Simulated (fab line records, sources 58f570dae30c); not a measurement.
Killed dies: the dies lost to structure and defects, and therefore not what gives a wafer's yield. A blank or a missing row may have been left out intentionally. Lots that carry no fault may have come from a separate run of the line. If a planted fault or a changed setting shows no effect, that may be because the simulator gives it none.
Comparing a struck lot with a sound one    flow berkeleyCmos170    15 steps out of a route of 331
Sound: wafers L485.3, L485.5, L485.6. The struck wafers were L498.1, L498.3, L498.4. Last of all comes the cause.
Per side, at each step with rows, come the tool, then ch with its chambers, and then its first start. Under that, the readings that differ: sound wafers    struck wafers    difference of the means    sigmas: that difference in standard deviations of wafers without a fault.
alike: words and numbers the same on both sides, and readings whose means are apart by under 2 such deviations; not compared: readings that were withheld, readings missing a value for some wafer, numbers with overlapping values and no deviation given by the record, and bounds like >300 which may hide the same value.
A row with sigmas, a row that says differs or no value, or rows on one side alone: a step with any of these is where the two part. When numbers do not overlap yet have no deviation, they are printed without sigmas and do not part them. Lack of a reading on every wafer of one side parts them only where that side has two or more wafers.

first, 2 steps without rows for these wafers: UCB170_PWELL_ANNEAL_04 (time 900 s); UCB170_PWELL_CVD_05 (deposits Si3N4 from SiH2Cl2/NH3, target thk 220 nm, time 3300 s).
UCB170_PWELL_THK_MEAS_06:
  sound on filmMetro-03 at day 3 01:25; struck on filmMetro-02 at day 5 21:04
  alike: PWELL_NITRIDE_THK
then, 6 steps without rows for these wafers: UCB170_PWELL_HMDS_07 (prime time 60 s); UCB170_PWELL_COAT_08 (resist thk 900 nm); UCB170_PWELL_SOFTBAKE_09 (time 60 s); UCB170_PWELL_EXPOSE_10 (exposes mask PWELL, target cd 3000 nm); UCB170_PWELL_PEB_11; UCB170_PWELL_DEVELOP_12 (develop time 45 s).
UCB170_PWELL_OVL_MEAS_13:
  sound on overlay-02 at day 3 02:38; struck on overlay-01 at day 5 23:28
  alike: PWELL_OVL
UCB170_PWELL_ETCH_14: etches Si3N4 in CH3F/Ar/O2, stops on SiO2, target depth 242 nm, time 151 s.
  sound on rieDiel-02 ch 1,3, day 3 02:40; struck on rieDiel-01 ch 0,1,2, day 5 23:29
  alike: drypumpMotorCurrentA, oesProductAu, rfFwdPowerW, throttleValvePct
  not compared: rfHoursCounterH
next, for these wafers, 1 step has no rows: UCB170_PWELL_IMPLANT_15.
UCB170_PWELL_STRIP_16: strips in O2.
  sound on plasmaAsher-01 ch 0,1, day 3 02:56; struck on plasmaAsher-01 ch 0,1, day 5 23:44
reading              sound              struck             difference  sigmas
oesProductAu (a.u.)  0.721 0.726 0.718  0.797 0.797 0.798  +0.076      +18
overashFraction      0.5 0.5 0.5        0.3 0.3 0.3        -0.2        
  alike: drypumpMotorCurrentA, stripTimeToEndpointS
  not compared: rfHoursCounterH
UCB170_PWELL_TW_MEAS_17:
  sound on filmMetro-04 at day 3 03:02; struck on filmMetro-04 at day 5 23:50
  alike: PWELL_TW
UCB170_M3_PROBE_99:
  rows exist in the record for the sound wafers here (prober-02, day 7 12:55), none for the struck ones

WHERE THEY PART
First at UCB170_PWELL_STRIP_16; last, within this record, at UCB170_M3_PROBE_99.

WHY: what the simulator had put in
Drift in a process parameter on plasmaAsher-01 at UCB170_PWELL_STRIP_16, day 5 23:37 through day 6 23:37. Setting overashFraction, moved by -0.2, from 0.5. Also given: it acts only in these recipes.
